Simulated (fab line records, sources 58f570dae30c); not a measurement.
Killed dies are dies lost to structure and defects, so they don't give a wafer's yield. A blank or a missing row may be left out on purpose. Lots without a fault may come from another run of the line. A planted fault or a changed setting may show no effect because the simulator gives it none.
fab line records | flow berkeley_cmos170 | part 2 of 2: steps 27 to 37 of 37
record lots=5 wafers=15 last_day=13
route steps=331 shown WELLDRIVE@56 ACTIVE@60 PFIELD@79 FIELD@89
lots that met no fault: from a run of the same line without faults
start_h: hours from the record's first day to the start of the lot's first wafer shown | wait_h: hours since the lot's step before | " the same as in the row above | L1.1+2: a row that stands for several wafers | - no value, or no start given | * or withheld: withheld | < > ~ a bound
route shown NAME@n: a module of which the file shows steps, and the number in the route of the first | usual: mean/standard deviation of fault-free wafers | same: alike in all rows | chamber/n: place in a boat | sites: the reading at each site | _std_site: their standard deviation | _edge_site: outer sites' mean less inner sites' | radius_mm: how far each site lies from the wafer's centre | mask NAME#n: copy n | behind: the tool/chamber that last shaped the wafer | hold: why the lot was held/for how many hours/how that ended | device: the transistor (n, p or np) that didn't switch | end of line: the same wafers' tests at the end of the route | a step without rows: its recipe alone | killed: dies lost to structure and defects at the first sort, not the wafer's yield | map: a wafer's dies, x killed, . not, _ none there
set.NAME: the setting as run; set.NAME@STEP: as run at that earlier step | model.NAME: the simulator's own value behind a step, which no gauge read
lots at some steps of the route; a table a step, a row a wafer
services: from which hour (start_h, from the record's first day; less than 0 if before it) a tool's chamber was out of use, for how many hours, and why
## steps
# step UCB170_PFIELD_EXPOSE_03
# recipe mask_id=PFIELD na=0.5 sigma_outer=0.6 source_shape=conventional target_cd_nm=1500 dose_mj=30
# usual exposure_dose_mJ_cm2=30.00/0.032
# same na=0.5
# columns lot.wafer tool chamber start_h wait_h mask exposure_dose_mJ_cm2
L083.1 krf_scanner-02 0 144.44 0.2 PFIELD#0 29.99
L083.4 " 0 " " PFIELD#0 29.98
L083.6 " 0 " " PFIELD#0 30.02
L088.1 krf_scanner-02 0 164.15 0.1 PFIELD#0 29.95
L088.5 " 0 " " PFIELD#0 29.96
L088.6 " 0 " " PFIELD#0 29.97
L093.1 krf_scanner-02 0 189.25 0.1 PFIELD#0 30.05
L093.4 " 0 " " PFIELD#0 30.00
L093.5 " 0 " " PFIELD#0 30.08
L096.2 krf_scanner-01 0 210.24 0.1 PFIELD#0 30.04
L096.4 " 0 " " PFIELD#0 29.99
L096.5 " 0 " " PFIELD#0 29.99
L095.3 krf_scanner-02 0 210.58 0.3 PFIELD#0 30.05
L095.4 " 0 " " PFIELD#0 29.97
L095.6 " 0 " " PFIELD#0 29.99
# step UCB170_PFIELD_PEB_04
# recipe peb_temp_c=130 peb_time_s=withheld resist=KrF
# usual chill_plate_temp_C=23.03/0.11
# columns lot.wafer tool chamber start_h wait_h chill_plate_temp_C
L083.1 litho_track-02 0 144.55 0.1 22.87
L083.4 " 0 " " 23.09
L083.6 " 0 " " 23.06
L088.1 litho_track-04 0 164.88 0.7 23.04
L088.5 " 0 " " 23.11
L088.6 " 0 " " 23.07
L093.1 litho_track-01 0 189.56 0.3 23.10
L093.4 " 0 " " 22.96
L093.5 " 0 " " 22.96
L096.2 litho_track-04 0 210.36 0.1 23.11
L096.4 " 0 " " 23.00
L096.5 " 0 " " 23.00
L095.3 litho_track-02 0 210.72 0.1 23.14
L095.4 " 0 " " 22.99
L095.6 " 0 " " 22.98
# step UCB170_PFIELD_DEVELOP_05
# recipe developer=TMAH develop_time_s=45 resist=KrF dev_temp_c=21
# usual chill_plate_temp_C=22.97/0.1
# columns lot.wafer tool chamber start_h wait_h chill_plate_temp_C
L083.1 litho_track-02 0 - - 22.99
L083.4 " 0 " " 22.91
L083.6 " 0 " " 22.98
L088.1 litho_track-04 0 - - 23.03
L088.5 " 0 " " 23.05
L088.6 " 0 " " 22.97
L093.1 litho_track-01 0 - - 22.83
L093.4 " 0 " " 23.04
L093.5 " 0 " " 22.79
L096.2 litho_track-04 0 - - 22.93
L096.4 " 0 " " 22.99
L096.5 " 0 " " 23.09
L095.3 litho_track-02 0 - - 22.95
L095.4 " 0 " " 23.11
L095.6 " 0 " " 22.92
# step UCB170_PFIELD_OVL_MEAS_06
# usual PFIELD_OVL=-2/5
# columns lot.wafer tool chamber start_h wait_h PFIELD_OVL[nm]
L083.1 overlay-02 - 144.83 - 0
L083.4 " - " " -2
L083.6 " - " " -1
L088.1 overlay-02 - 165.15 - -3
L088.5 " - " " -4
L088.6 " - " " -5
L093.1 overlay-02 - 189.84 - 2
L093.4 " - " " -5
L093.5 " - " " -9
L096.2 overlay-02 - 210.62 - -4
L096.4 " - " " 5
L096.5 " - " " 1
L095.3 overlay-01 - 210.95 - -1
L095.4 " - " " -5
L095.6 " - " " 1
# step UCB170_PFIELD_IMPLANT_07
# recipe species=B dose_cm2=2e+13 energy_kev=80 tilt_deg=7
# columns lot.wafer tool chamber start_h wait_h
L083.1+4+6 implanter-03 0 144.86 0.0
L088.1+5+6 implanter-03 0 165.19 0.0
L093.1+4+5 implanter-02 0 189.87 0.0
L096.2+4+5 implanter-01 0 210.67 0.0
L095.3+4+6 implanter-03 0 211.03 0.1
# step UCB170_PFIELD_STRIP_08
# recipe chemistry=O2 power_w=400 pressure_mtorr=3500 platen_temp_c=withheld o2_flow_sccm=400 overash_fraction=0.5
# usual drypump_motor_current_A=5.5/0.32 oes_product_au=0.735/0.0047 strip_time_to_endpoint_s=21.65/0.066
# columns lot.wafer tool chamber start_h wait_h drypump_motor_current_A oes_product_au rf_hours_counter_h strip_time_to_endpoint_s
L083.1 plasma_asher-03 1 145.01 0.1 6.0 0.734 2 21.58
L083.4 " 1 " " 6.0 0.733 - 21.58
L083.6 " 1 " " 6.0 0.734 - 21.64
L088.1 plasma_asher-02 1 165.34 0.1 5.5 0.743 43 21.67
L088.5 " 0 " " 5.6 0.734 - 21.72
L088.6 " 1 " " 5.5 0.740 - 21.69
L093.1 plasma_asher-02 1 190.02 0.1 5.5 0.734 46 21.60
L093.4 " 0 " " 5.6 0.740 - 21.56
L093.5 " 0 " " 5.6 0.737 - 21.59
L096.2 plasma_asher-03 0 210.80 0.1 5.9 0.736 10 21.72
L096.4 " 1 " " 6.0 0.731 - 21.63
L096.5 " 0 " " 5.9 0.727 - 21.63
L095.3 plasma_asher-02 1 211.16 0.1 5.5 0.744 - 21.52
L095.4 " 0 " " 5.6 0.739 - 21.61
L095.6 " 0 " " 5.6 0.736 - 21.59
# step UCB170_PFIELD_TW_MEAS_09
# usual PFIELD_TW=597/6
# columns lot.wafer tool chamber start_h wait_h PFIELD_TW
L083.1 film_metro-01 - 145.11 0.1 591
L083.4 " - " " 594
L083.6 " - " " 592
L088.1 film_metro-03 - 165.44 0.1 603
L088.5 " - " " 606
L088.6 " - " " 603
L093.1 film_metro-03 - 190.12 0.1 600
L093.4 " - " " 597
L093.5 " - " " 600
L096.2 film_metro-01 - 210.90 0.1 590
L096.4 " - " " 594
L096.5 " - " " 593
L095.3 film_metro-02 - 211.25 0.1 600
L095.4 " - " " 601
L095.6 " - " " 602
# step UCB170_FIELD_CLEAN_00
# recipe chemistry=dHF dilution=25:1 time_s=7.5
# columns lot.wafer tool chamber start_h wait_h
L083.1+4+6 wet_bench-02 3 145.17 0.1
L088.1+5+6 wet_bench-02 1 165.50 0.1
L093.1+4+5 wet_bench-04 0 190.34 0.2
L096.2+4+5 wet_bench-04 2 211.16 0.2
L095.3+4+6 wet_bench-04 3 211.38 0.1
# step UCB170_FIELD_OXIDATION_01
# recipe temp_c=1000 ambient=H2O p_h2o_torr=584.62 target_thk_a=5583 ox_time_s=7200
# usual spike_tc_centre_C=1003.5/1.2
# columns lot.wafer tool chamber start_h wait_h spike_tc_centre_C
L083.1 furnace-04 0 150.69 5.5 1003.2
L083.4 " 0 " " 1006.2
L083.6 " 0 " " 1003.0
L088.1 furnace-01 0 169.21 3.7 1003.7
L088.5 " 0 " " 1001.8
L088.6 " 0 " " 1003.8
L093.1 furnace-04 0 192.27 1.9 1003.1
L093.4 " 0 " " 1003.3
L093.5 " 0 " " 1005.7
L095.3 furnace-01 0 214.66 3.3 1004.0
L095.4 " 0 " " 1003.9
L095.6 " 0 " " 1001.6
L096.2 furnace-01 0 214.66 3.5 1002.4
L096.4 " 0 " " 1002.9
L096.5 " 0 " " 1003.7
# step UCB170_FIELD_THK_MEAS_02
# recipe reads=SiO2_of_FIELD_OXIDATION_01
# usual FIELD_OXIDE_THK=556/8
# columns lot.wafer tool chamber start_h wait_h FIELD_OXIDE_THK[nm]
L083.1 film_metro-01 - 153.69 0.0 571
L083.4 " - " " 562
L083.6 " - " " 574
L088.1 film_metro-02 - 172.21 0.0 554
L088.5 " - " " 550
L088.6 " - " " 556
L093.1 film_metro-01 - 195.33 0.1 548
L093.4 " - " " 553
L093.5 " - " " 548
L096.2 film_metro-01 - 217.67 0.0 550
L096.4 " - " " 551
L096.5 " - " " 563
L095.3 film_metro-02 - 217.68 0.0 566
L095.4 " - " " 557
L095.6 " - " " 562
# step UCB170_FIELD_ANNEAL_03
# recipe temp_c=1000 time_s=1200 ambient=N2
# usual spike_tc_centre_C=1003.4/1
# columns lot.wafer tool chamber start_h wait_h spike_tc_centre_C
L083.1 furnace-02 0 156.45 2.8 1003.6
L083.4 " 0 " " 1004.4
L083.6 " 0 " " 1004.4
L088.1 furnace-01 0 176.31 4.1 1002.4
L088.5 " 0 " " 1002.5
L088.6 " 0 " " 1004.8
L093.1 furnace-02 0 199.88 4.5 1004.3
L093.4 " 0 " " 1003.7
L093.5 " 0 " " 1003.5
L095.3 furnace-02 0 220.81 3.1 1004.6
L095.4 " 0 " " 1002.7
L095.6 " 0 " " 1005.3
L096.2 furnace-02 0 220.81 3.1 1003.4
L096.4 " 0 " " 1003.9
L096.5 " 0 " " 1004.2
## services
# columns tool chamber start_h hours kind
rie_diel-03 1 89.69 3.7 repair
rie_diel-01 3 92.06 4.0 repair
implanter-03 - 94.26 0.7 repair
plasma_asher-03 - 108.75 9.0 pm
plasma_asher-03 - 119.45 2.8 pm
plasma_asher-01 - 123.13 10.0 pm
krf_scanner-02 - 123.94 8.1 repair
furnace-02 - 129.43 3.9 pm
krf_scanner-02 - 132.09 0.8 pm
plasma_asher-03 - 134.18 5.5 repair
furnace-01 - 142.04 4.8 pm
furnace-04 - 142.95 4.8 pm
lpcvd-01 - 144.91 14.6 pm
rie_diel-03 3 149.39 5.0 repair
rie_diel-02 - 149.87 28.1 repair
implanter-01 - 155.13 3.8 pm
krf_scanner-01 - 159.27 1.0 pm
krf_scanner-01 - 160.27 0.8 pm
implanter-03 - 166.25 1.4 repair
wet_bench-03 - 166.43 3.2 repair
implanter-03 - 167.60 4.5 pm
wet_bench-04 - 181.50 1.9 pm
wet_bench-01 - 197.54 1.9 repair
krf_scanner-02 - 201.23 1.2 repair
